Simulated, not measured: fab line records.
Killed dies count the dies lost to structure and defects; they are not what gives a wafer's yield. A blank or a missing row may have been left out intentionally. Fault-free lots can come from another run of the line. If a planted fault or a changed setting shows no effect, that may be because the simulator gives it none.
Split-lot experiment	flow rit cmos	23 wafers read from 5 lots, route of 202 steps

== THE SPLIT ITSELF ==
At RIT_SDANNEAL_CLEAN_00 (cleans in SC1, time 600 s), the setting temp c was moved away from the recipe's 75 C on 20 of the 23 wafers read, by -3.5% to +4.0%. The other wafers ran this setting at the recipe's value.

Reading taken at the split's own step.

== THE READING ==
SiO2_of_FOX2_OXIDATION_00.thk nm (the simulator's own value, which no gauge read), in nm, at RIT_SDANNEAL_CLEAN_00 (cleans in SC1, time 600 s). There is no usual value for it anywhere in the file. Across the 3 wafers here that went through the recipe, the average is 176.6 nm and the standard deviation 3.2 nm.

wafer	tool, chamber at the split	temp c as run, C	against the recipe	SiO2_of_FOX2_OXIDATION_00.thk nm, nm	against lot-mates on the recipe
L074.1	-, -	73.62	-1.8%	177.4	no lot-mate on the recipe
L074.2	-, -	73.62	-1.8%	181.4	no lot-mate on the recipe
L074.4	-, -	73.62	-1.8%	174.5	no lot-mate on the recipe
L074.5	-, -	73.62	-1.8%	173	no lot-mate on the recipe
L074.6	-, -	73.62	-1.8%	167.2	no lot-mate on the recipe
L075.1	-, -	77.98	+4.0%	198.2	no lot-mate on the recipe
L075.2	-, -	77.98	+4.0%	193.3	no lot-mate on the recipe
L075.4	-, -	77.98	+4.0%	197.9	no lot-mate on the recipe
L075.5	-, -	77.98	+4.0%	200.2	no lot-mate on the recipe
L075.6	-, -	77.98	+4.0%	190.4	no lot-mate on the recipe
L081.1	-, -	72.43	-3.4%	154.3	no lot-mate on the recipe
L081.2	-, -	72.43	-3.4%	148.9	no lot-mate on the recipe
L081.3	-, -	72.43	-3.4%	156.8	no lot-mate on the recipe
L081.5	-, -	72.43	-3.4%	157.9	no lot-mate on the recipe
L081.6	-, -	72.43	-3.4%	151.1	no lot-mate on the recipe
L082.1	-, -	72.39	-3.5%	149.5	no lot-mate on the recipe
L082.2	-, -	72.39	-3.5%	151.3	no lot-mate on the recipe
L082.3	-, -	72.39	-3.5%	147.6	no lot-mate on the recipe
L082.4	-, -	72.39	-3.5%	159.7	no lot-mate on the recipe
L082.5	-, -	72.39	-3.5%	156.1	no lot-mate on the recipe
L085.1	wet bench-02, 3	75	recipe	180.1	-
L085.2	wet bench-02, 3	75	recipe	177.4	-
L085.4	wet bench-02, 3	75	recipe	172.3	-

FIT RESULTS
A straight line over all 23 wafers: SiO2_of_FOX2_OXIDATION_00.thk nm changes by +5.55 nm for each +1% of temp c; r = +0.93; the points scatter about the line by 6.6 nm.
Too few moved wafers with a lot-mate on the recipe to fit a line net of each lot's own level.

== FILE'S OWN FIT ==
SiO2_of_FOX2_OXIDATION_00.thk nm changes by +5.55 nm for each +1% of temp c, r = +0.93.
